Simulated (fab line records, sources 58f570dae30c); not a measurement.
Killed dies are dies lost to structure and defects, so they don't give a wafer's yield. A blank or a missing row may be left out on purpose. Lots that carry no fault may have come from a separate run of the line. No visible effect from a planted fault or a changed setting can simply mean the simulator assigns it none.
Split-lot experiment    flow berkeley_cmos170    on a route of 331 steps: 5 lots, 23 wafers read

ABOUT THE SPLIT
At UCB170_M3_PEB_13, the setting peb_temp_c was moved away from the recipe's 130 C on 6 of the 23 wafers read, by -1.1% to +1.6%. All remaining wafers had this setting at the recipe value.

FROM SPLIT TO READING: 1 step shown by the file between the two
- UCB170_M3_DEVELOP_14: develop time 45 s

THE READING
cd_nm (nm) at UCB170_M3_CD_MEAS_15, where the cd target is 700 nm. Typical for fault-free wafers on this fab line: 699.9 nm, with standard deviation 1.2 nm.

wafer   tool, chamber at the split  peb_temp_c as run, C  against the recipe  cd_nm, nm  against lot-mates on the recipe
L075.3  litho_track-02, 0           130                   recipe              699.7      -
L075.4  litho_track-02, 0           130                   recipe              701.7      -
L075.5  litho_track-02, 0           130                   recipe              701.0      -
L079.1  litho_track-04, 0           130                   recipe              697.5      -
L079.2  litho_track-04, 0           130                   recipe              698.2      -
L079.3  litho_track-04, 0           130                   recipe              697.8      -
L079.4  litho_track-04, 0           130                   recipe              697.8      -
L079.6  litho_track-04, 0           130                   recipe              699.4      -
L082.1  litho_track-03, 0           130                   recipe              699.9      -
L082.2  litho_track-03, 0           128.6                 -1.1%               710.1      +10.5
L082.3  litho_track-03, 0           128.6                 -1.1%               709.6      +10.0
L082.5  litho_track-03, 0           130                   recipe              699.4      -
L082.6  litho_track-03, 0           128.6                 -1.1%               709.7      +10.1
L084.1  litho_track-02, 0           132.1                 +1.6%               685.9      -12.4
L084.3  litho_track-02, 0           130                   recipe              699.2      -
L084.4  litho_track-02, 0           132.1                 +1.6%               687.8      -10.5
L084.5  litho_track-02, 0           132.1                 +1.6%               686.0      -12.3
L084.6  litho_track-02, 0           130                   recipe              697.4      -
L085.1  litho_track-04, 0           130                   recipe              700.5      -
L085.3  litho_track-04, 0           130                   recipe              701.1      -
L085.4  litho_track-04, 0           130                   recipe              699.6      -
L085.5  litho_track-04, 0           130                   recipe              699.5      -
L085.6  litho_track-04, 0           130                   recipe              700.3      -

THE FIT
A straight line over all 23 wafers: cd_nm changes by -8.51 nm for each +1% of peb_temp_c; r = -0.98; the points scatter about the line by 1.3 nm.
The same after taking each lot's own level away (the mean of its wafers on the recipe; 23 wafers): -7.98 nm for each +1%; r = -0.99; scatter 0.94 nm.
The reading moves by 13 nm for the largest change in peb_temp_c, on that fit.
From 698.14 to 700.80 nm: that is the span of the lots' own levels, equal to 2.2 times the standard deviation above.
So the lot-to-lot level changes the slope little: the two slopes agree.
Check: -12.6 nm against its lot-mates is what the line predicts for one of the wafers moved furthest among these (+1.6%) when that wafer is left out of the fit. It came out at -12.4 nm against them.

THE OTHER SPLITS THESE WAFERS WENT THROUGH
These wafers also went through other splits before the reading. Each is held against what the fit with the lots' levels taken away leaves over:
other split on the same wafers  wafers away from the commonest value  r with cd_nm (lot level and that fit taken away)
UCB170_V2_PEB_10 peb_temp_c     11                                    -0.24

THE WHOLE CHAIN: every reading that the file lists as answering this split, in the file's order
step                  what it does          reading                                                    change (the file's fit)               r (the file's)
UCB170_M3_CD_MEAS_15  target cd 700 nm      cd_nm                                                      -7.92 nm for each +1% of the setting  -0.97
UCB170_M3_ETCH_17     etches BARC in N2/H2  M3.cd_nm (the simulator's own value, which no gauge read)  -8.2 nm for each +1% of the setting   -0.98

THE FILE'S OWN FIT
cd_nm changes by -7.92 nm for each +1% of peb_temp_c, r = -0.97.
